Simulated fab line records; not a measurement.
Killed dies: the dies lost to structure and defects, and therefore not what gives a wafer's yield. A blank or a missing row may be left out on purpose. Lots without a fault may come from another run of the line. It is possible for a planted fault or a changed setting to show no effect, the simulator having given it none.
Which tool was responsible? / flow rit cmos / Sampling: 7 lots, 21 wafers, 2 of 202 route steps

== WHAT THE GAUGES READ, wafer by wafer ==
RIT_NSD_TW_MEAS_10.
lot=L310; measured=day 3 21:47; on=film metro-04; NSD_TW=3098 3082 3111
lot=L312; measured=day 4 07:33; on=film metro-03; NSD_TW=3089 3102 3090
lot=L316; measured=day 5 02:48; on=film metro-01; NSD_TW=3130 3151 3144
lot=L318; measured=day 5 12:02; on=film metro-01; NSD_TW=30 30 30
lot=L322; measured=day 6 07:37; on=film metro-01; NSD_TW=3148 3147 3162
lot=L324; measured=day 6 18:47; on=film metro-04; NSD_TW=3077 3098 3076
lot=L329; measured=day 7 18:59; on=film metro-01; NSD_TW=3160 3179 3147

== WHAT TOOL EACH LOT RAN ON (gives the tool, then ch and the chambers of the sampled wafers, and finally the start) ==
lot=L310; RIT_NSD_DEVELOP_05=litho track-01 ch 0, day 3 21:00
lot=L312; RIT_NSD_DEVELOP_05=litho track-01 ch 0, day 4 06:00
lot=L316; RIT_NSD_DEVELOP_05=litho track-04 ch 0, day 5 02:00
lot=L318; RIT_NSD_DEVELOP_05=litho track-04 ch 0, day 5 11:00
lot=L322; RIT_NSD_DEVELOP_05=litho track-03 ch 0, day 6 06:00
lot=L324; RIT_NSD_DEVELOP_05=litho track-01 ch 0, day 6 18:00
lot=L329; RIT_NSD_DEVELOP_05=litho track-01 ch 0, day 7 18:00
- RIT_NSD_DEVELOP_05: develop time 50 s.

== THE ANSWER, worked out from the rows above alone ==
Rule: the usual values come from the lots themselves. Put in order of their means at a reading, lots are off if they are a third of the lots or fewer, leave a main group of 4 or more, and stand apart from it by a gap of 3 or more times the standard deviation of the main group's means; of several such gaps the widest counts. The tables above print the reading to a certain number of digits; a main group whose means all agree to those digits is not used. A lot without any number at a reading at which 4 lots or more have one is off too. Any other lot the step has rows for is counted as sound.
Off: at RIT_NSD_TW_MEAS_10 (NSD_TW), L318. The main group: mean 3122, standard deviation 31.
If a tool, at a process step before that reading, ran all the lots that are off and no sound lot after the first of them, it fits. Those tools and the gauges at RIT_NSD_TW_MEAS_10 are tried in the same way. One fits: litho track-04 at RIT_NSD_DEVELOP_05. Its last sound lot is L316 (day 5 02:00), its first lot that is off L318 (day 5 11:00): a fault that began between those two fits.

== WHAT THE SIMULATOR PUT IN ==
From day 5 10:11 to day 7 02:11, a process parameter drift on litho track-04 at RIT_NSD_DEVELOP_05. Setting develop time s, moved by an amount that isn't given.
Shown lots that were struck: L318. The same result came from the rule above.
